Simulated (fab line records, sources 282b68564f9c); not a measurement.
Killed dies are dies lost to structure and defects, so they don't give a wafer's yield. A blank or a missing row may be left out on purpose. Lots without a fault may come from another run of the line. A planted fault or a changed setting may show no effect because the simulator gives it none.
Which tool did it? | flow rit_cmos | 14 lots, 42 wafers sampled, at 2 steps of a route of 202

WHAT THE GAUGES READ, wafer by wafer
The record holds no reading of a measuring or inspecting step that can be judged against a usual standard deviation.

WHICH TOOL RAN EACH LOT (tool, then ch and the chambers of the sampled wafers, then the start)
lot  | RIT_GATE_CLEAN_01              | RIT_M1_PROBE_99
L208 | wet_bench-03 ch 1, day 2 13:22 | prober-02, day 3 14:35
L209 | wet_bench-02 ch 1, day 2 18:25 | prober-01, day 3 20:31
L212 | wet_bench-02 ch 2, day 3 09:47 | prober-02, day 4 11:26
L213 | wet_bench-03 ch 2, day 3 13:50 | prober-01, day 4 14:17
L214 | wet_bench-02 ch 2, day 3 19:11 | prober-02, day 4 20:50
L216 | wet_bench-04 ch 0, day 4 04:56 | prober-02, day 5 08:14
L217 | wet_bench-03 ch 3, day 4 08:57 | prober-01, day 5 12:11
L218 | wet_bench-04 ch 3, day 4 14:14 | prober-02, day 5 17:45
L219 | wet_bench-03 ch 3, day 4 19:26 | prober-01, day 5 22:53
L223 | wet_bench-03 ch 2, day 5 17:29 | prober-01, day 6 19:22
L224 | wet_bench-03 ch 2, day 5 21:05 | prober-02, day 6 21:44
L227 | wet_bench-02 ch 0, day 6 13:46 | prober-02, day 7 17:35
L229 | wet_bench-02 ch 2, day 6 21:12 | prober-02, day 8 00:56
L230 | wet_bench-03 ch 1, day 7 02:25 | prober-01, day 8 06:04
- RIT_GATE_CLEAN_01: cleans in SC1, time 600 s.
- RIT_M1_PROBE_99

WHAT THE TOOLS THEMSELVES READ (means of the sampled wafers that have a number; where no wafer has one, the mark that the record gives instead)
RIT_GATE_CLEAN_01. Usual: bath_guard_temp_C 75.2 C, standard deviation 0.59; bath_heat_duty_pct 15.9 %, standard deviation 1.8.
lot  | tool         | bath_guard_temp_C (C) | bath_heat_duty_pct (%) | flag
L208 | wet_bench-03 | 75.6                  | 14.2                   |
L209 | wet_bench-02 | 75.2                  | 15.8                   |
L212 | wet_bench-02 | 74.6                  | 15.5                   |
L213 | wet_bench-03 | 76.0                  | 13.9                   |
L214 | wet_bench-02 | 74.7                  | 17.1                   |
L216 | wet_bench-04 | 74.4                  | 18.8                   |
L217 | wet_bench-03 | 75.4                  | 17.0                   |
L218 | wet_bench-04 | 75.1                  | 15.4                   |
L219 | wet_bench-03 | 75.2                  | 17.3                   |
L223 | wet_bench-03 | -                     | -                      | OFF
L224 | wet_bench-03 | -                     | -                      | OFF
L227 | wet_bench-02 | 75.7                  | 14.7                   |
L229 | wet_bench-02 | 74.7                  | 15.1                   |
L230 | wet_bench-03 | 75.8                  | 14.7                   |

RIT_M1_PROBE_99. Usual: killed_at_front_end 7, standard deviation 3; killed_dies 7, standard deviation 3; killed_open 3.5, standard deviation 2; killed_short 3.6, standard deviation 2.1.
lot  | tool      | killed_at_front_end | killed_dies | killed_open | killed_short | flag
L208 | prober-02 | 6                   | 6           | 3.0         | 2.7          |
L209 | prober-01 | 9                   | 9           | 5.3         | 4.0          |
L212 | prober-02 | 6                   | 6           | 2.3         | 3.3          |
L213 | prober-01 | 6                   | 6           | 2.3         | 4.0          |
L214 | prober-02 | 7                   | 7           | 3.0         | 3.7          |
L216 | prober-02 | 6                   | 6           | 3.3         | 3.0          |
L217 | prober-01 | 7                   | 7           | 4.0         | 3.0          |
L218 | prober-02 | 7                   | 7           | 2.0         | 5.0          |
L219 | prober-01 | 7                   | 7           | 4.0         | 3.0          |
L223 | prober-01 | 4                   | 4           | 3.0         | 1.3          |
L224 | prober-02 | 6                   | 6           | 3.3         | 3.0          |
L227 | prober-02 | 10                  | 10          | 4.7         | 5.0          |
L229 | prober-02 | 6                   | 6           | 3.3         | 3.0          |
L230 | prober-01 | 9                   | 9           | 5.0         | 3.7          |

THE ANSWER, worked out from the rows above alone
Rule: a lot is off if the mean of its wafers that have a number lies more than 3 standard deviations from the usual mean. A lot without any number at a reading at which 4 lots or more have one is off too. The other lots that the step has rows for count as sound. The gauges are gone through in route order, then the tools' own readings, and for those a lot's mean is taken as printed above. The first step at which some lot is off is used, and at that step the reading that is off furthest; a lot without a number counts as furthest.
Off: L223, L224, at RIT_GATE_CLEAN_01 (bath_guard_temp_C). Without a number there: L223, L224.
A tool fits if, at that step or a process step before it, it ran every lot that is off, and no sound lot after the first of them. None of those tried fits.

WHAT THE SIMULATOR HAD PUT IN
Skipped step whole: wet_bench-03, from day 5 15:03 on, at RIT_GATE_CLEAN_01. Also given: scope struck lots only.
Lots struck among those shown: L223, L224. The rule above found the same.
